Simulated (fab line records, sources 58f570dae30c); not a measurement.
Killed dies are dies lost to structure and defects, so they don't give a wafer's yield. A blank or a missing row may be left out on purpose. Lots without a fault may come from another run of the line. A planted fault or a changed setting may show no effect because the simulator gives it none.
Which tool did it? | flow berkeley_cmos170 | 10 lots, 30 wafers sampled, at 5 steps of a route of 331

WHAT THE GAUGES READ, wafer by wafer
UCB170_ACTIVE_CD_MEAS_13: target cd 1200 nm. Usual: cd_nm 1200.1 nm, standard deviation 1.5.
lot  | measured    | on        | cd_nm (nm)           | flag
L221 | day 4 19:37 | cd_sem-01 | 1200.2 1200.2 1199.9 |
L222 | day 4 19:45 | cd_sem-01 | 1198.3 1199.6 1199.1 |
L223 | day 5 19:46 | cd_sem-01 | 1198.6 1198.6 1199.1 |
L226 | day 5 20:51 | cd_sem-02 | 1199.5 1201.3 1200.8 |
L234 | day 7 09:17 | cd_sem-01 | 1200.5 1200.6 1203.0 |
L233 | day 7 08:58 | cd_sem-01 | 1198.4 1199.0 1198.0 |
L236 | day 7 19:56 | cd_sem-01 | 1201.9 1201.5 1201.9 |
L238 | day 8 05:04 | cd_sem-01 | 1199.8 1201.7 1198.7 |
L240 | day 9 03:38 | cd_sem-01 | 1201.9 1201.9 1203.1 |
L242 | day 8 17:25 | cd_sem-01 | 1201.4 1199.9 1200.9 |

UCB170_ACTIVE_CD_MEAS_90: target cd 1200 nm. Usual: cd_nm 1200.1 nm, standard deviation 1.5.
lot  | measured    | on        | cd_nm (nm)           | flag
L221 | day 4 20:05 | cd_sem-01 | 1200.7 1200.4 1198.6 |
L222 | day 4 20:17 | cd_sem-02 | 1198.7 1199.3 1199.2 |
L223 | day 5 20:07 | cd_sem-01 | 1198.0 1198.1 1199.8 |
L226 | day 5 21:13 | cd_sem-02 | 1199.6 1201.2 1200.9 |
L234 | day 7 09:41 | cd_sem-01 | 1200.9 1200.9 1203.2 |
L233 | day 7 09:22 | cd_sem-01 | 1197.7 1198.7 1197.8 |
L236 | day 7 20:18 | cd_sem-01 | 1202.0 1201.8 1201.5 |
L238 | day 8 05:25 | cd_sem-01 | 1199.8 1201.7 1198.6 |
L240 | day 9 03:59 | cd_sem-01 | 1201.9 1202.0 1203.0 |
L242 | day 8 18:01 | cd_sem-01 | 1200.8 1200.0 1200.6 |

WHICH TOOL RAN EACH LOT (tool, then ch and the chambers of the sampled wafers, then the start)
lot  | UCB170_ZERO_ETCH_06               | UCB170_ACTIVE_ETCH_15             | UCB170_ACTIVE_STRIP_16
L221 | rie_diel-01 ch 0,1,2, day 1 22:27 | rie_diel-04 ch 0,2,3, day 4 19:46 | plasma_asher-04 ch 0,1, day 4 19:52
L222 | rie_diel-03 ch 0,2,3, day 1 22:43 | rie_diel-02 ch 0,1, day 4 19:53   | plasma_asher-02 ch 0,1, day 4 19:59
L223 | rie_diel-03 ch 0,1,2, day 2 10:37 | rie_diel-04 ch 0,1,2, day 5 19:55 | plasma_asher-03 ch 0,1, day 5 20:01
L226 | rie_diel-03 ch 0,1, day 3 02:40   | rie_diel-03 ch 1,2, day 5 20:58   | plasma_asher-03 ch 0,1, day 5 21:06
L234 | rie_diel-04 ch 0,1,2, day 4 11:21 | rie_diel-02 ch 1,2, day 7 09:24   | plasma_asher-02 ch 0,1, day 7 09:32
L233 | rie_diel-01 ch 0,2,3, day 4 11:21 | rie_diel-03 ch 1,3, day 7 09:08   | plasma_asher-03 ch 0,1, day 7 09:14
L236 | rie_diel-04 ch 0,3, day 5 00:20   | rie_diel-02 ch 1,2, day 7 20:05   | plasma_asher-04 ch 0, day 7 20:11
L238 | rie_diel-03 ch 0,3, day 5 09:17   | rie_diel-04 ch 0,1,2, day 8 05:12 | plasma_asher-04 ch 0,1, day 8 05:18
L240 | rie_diel-04 ch 1,2,3, day 5 22:56 | rie_diel-04 ch 1,2, day 9 03:47   | plasma_asher-04 ch 0,1, day 9 03:53
L242 | rie_diel-03 ch 1,2,3, day 6 05:02 | rie_diel-02 ch 0,2,3, day 8 17:34 | plasma_asher-04 ch 0,1, day 8 17:40
- UCB170_ZERO_ETCH_06: etches SiO2 in CHF3/CF4/Ar, time 12 s.
- UCB170_ACTIVE_ETCH_15: etches Si3N4 in CH3F/Ar/O2, stops on SiO2, target depth 242 nm, time 151 s.
- UCB170_ACTIVE_STRIP_16: strips in O2.

WHAT THE TOOLS THEMSELVES READ (means of the sampled wafers that have a number; where no wafer has one, the mark that the record gives instead)
UCB170_ZERO_ETCH_06. Usual: drypump_motor_current_A 5.8 A, standard deviation 0.44; oes_product_au 0.621 a.u., standard deviation 0.011; throttle_valve_pct 9.30 %, standard deviation 0.17.
lot  | tool        | drypump_motor_current_A (A) | oes_product_au (a.u.) | throttle_valve_pct (%) | flag
L221 | rie_diel-01 | 5.8                         | 0.602                 | 9.18                   |
L222 | rie_diel-03 | 5.9                         | 0.634                 | 9.44                   |
L223 | rie_diel-03 | 5.6                         | 0.632                 | 9.49                   |
L226 | rie_diel-03 | 5.7                         | 0.635                 | 9.50                   |
L234 | rie_diel-04 | 5.8                         | 0.620                 | 9.21                   |
L233 | rie_diel-01 | 6.0                         | 0.615                 | 9.31                   |
L236 | rie_diel-04 | 5.8                         | 0.618                 | 9.25                   |
L238 | rie_diel-03 | 6.0                         | 0.629                 | 9.45                   |
L240 | rie_diel-04 | 5.9                         | 0.617                 | 9.12                   |
L242 | rie_diel-03 | 6.0                         | 0.628                 | 9.42                   |

UCB170_ACTIVE_ETCH_15. Usual: drypump_motor_current_A 5.8 A, standard deviation 0.41; oes_product_au 0.952 a.u., standard deviation 0.012; throttle_valve_pct 8.15 %, standard deviation 0.13.
lot  | tool        | drypump_motor_current_A (A) | oes_product_au (a.u.) | throttle_valve_pct (%) | flag
L221 | rie_diel-04 | 5.9                         | 0.942                 | 8.01                   |
L222 | rie_diel-02 | 5.4                         | 0.952                 | 8.13                   |
L223 | rie_diel-04 | 5.8                         | 0.934                 | 8.02                   |
L226 | rie_diel-03 | 5.7                         | 0.956                 | 8.27                   |
L234 | rie_diel-02 | 6.0                         | 0.944                 | 8.17                   |
L233 | rie_diel-03 | 6.2                         | 0.935                 | 8.17                   |
L236 | rie_diel-02 | 5.7                         | 0.940                 | 8.07                   |
L238 | rie_diel-04 | 5.8                         | 0.938                 | 8.03                   |
L240 | rie_diel-04 | 5.8                         | 0.948                 | 7.96                   |
L242 | rie_diel-02 | 5.5                         | 0.949                 | 8.05                   |

UCB170_ACTIVE_STRIP_16. Usual: drypump_motor_current_A 5.5 A, standard deviation 0.51; oes_product_au 0.721 a.u., standard deviation 0.0044; strip_time_to_endpoint_s 18.09 s, standard deviation 0.096.
lot  | tool            | drypump_motor_current_A (A) | oes_product_au (a.u.) | strip_time_to_endpoint_s (s) | flag
L221 | plasma_asher-04 | 5.4                         | 0.722                 | 18.11                        |
L222 | plasma_asher-02 | 5.4                         | 0.722                 | 18.01                        |
L223 | plasma_asher-03 | 5.6                         | 0.720                 | 18.02                        |
L226 | plasma_asher-03 | 5.6                         | 0.714                 | 18.15                        |
L234 | plasma_asher-02 | 6.0                         | 0.719                 | 18.25                        |
L233 | plasma_asher-03 | 5.6                         | 0.721                 | 17.82                        |
L236 | plasma_asher-04 | 5.5                         | 0.718                 | 18.16                        |
L238 | plasma_asher-04 | 5.4                         | 0.721                 | 18.09                        |
L240 | plasma_asher-04 | 5.4                         | 0.720                 | 17.98                        |
L242 | plasma_asher-04 | 5.4                         | 0.718                 | 18.07                        |

THE ANSWER, worked out from the rows above alone
Rule: a lot is off if the mean of its wafers that have a number lies more than 3 standard deviations from the usual mean. A lot without any number at a reading at which 4 lots or more have one is off too. The other lots that the step has rows for count as sound. The gauges are gone through in route order, then the tools' own readings, and for those a lot's mean is taken as printed above. The first step at which some lot is off is used, and at that step the reading that is off furthest; a lot without a number counts as furthest.
No lot is off at any reading shown: from this, nothing can be told.

WHAT THE SIMULATOR HAD PUT IN
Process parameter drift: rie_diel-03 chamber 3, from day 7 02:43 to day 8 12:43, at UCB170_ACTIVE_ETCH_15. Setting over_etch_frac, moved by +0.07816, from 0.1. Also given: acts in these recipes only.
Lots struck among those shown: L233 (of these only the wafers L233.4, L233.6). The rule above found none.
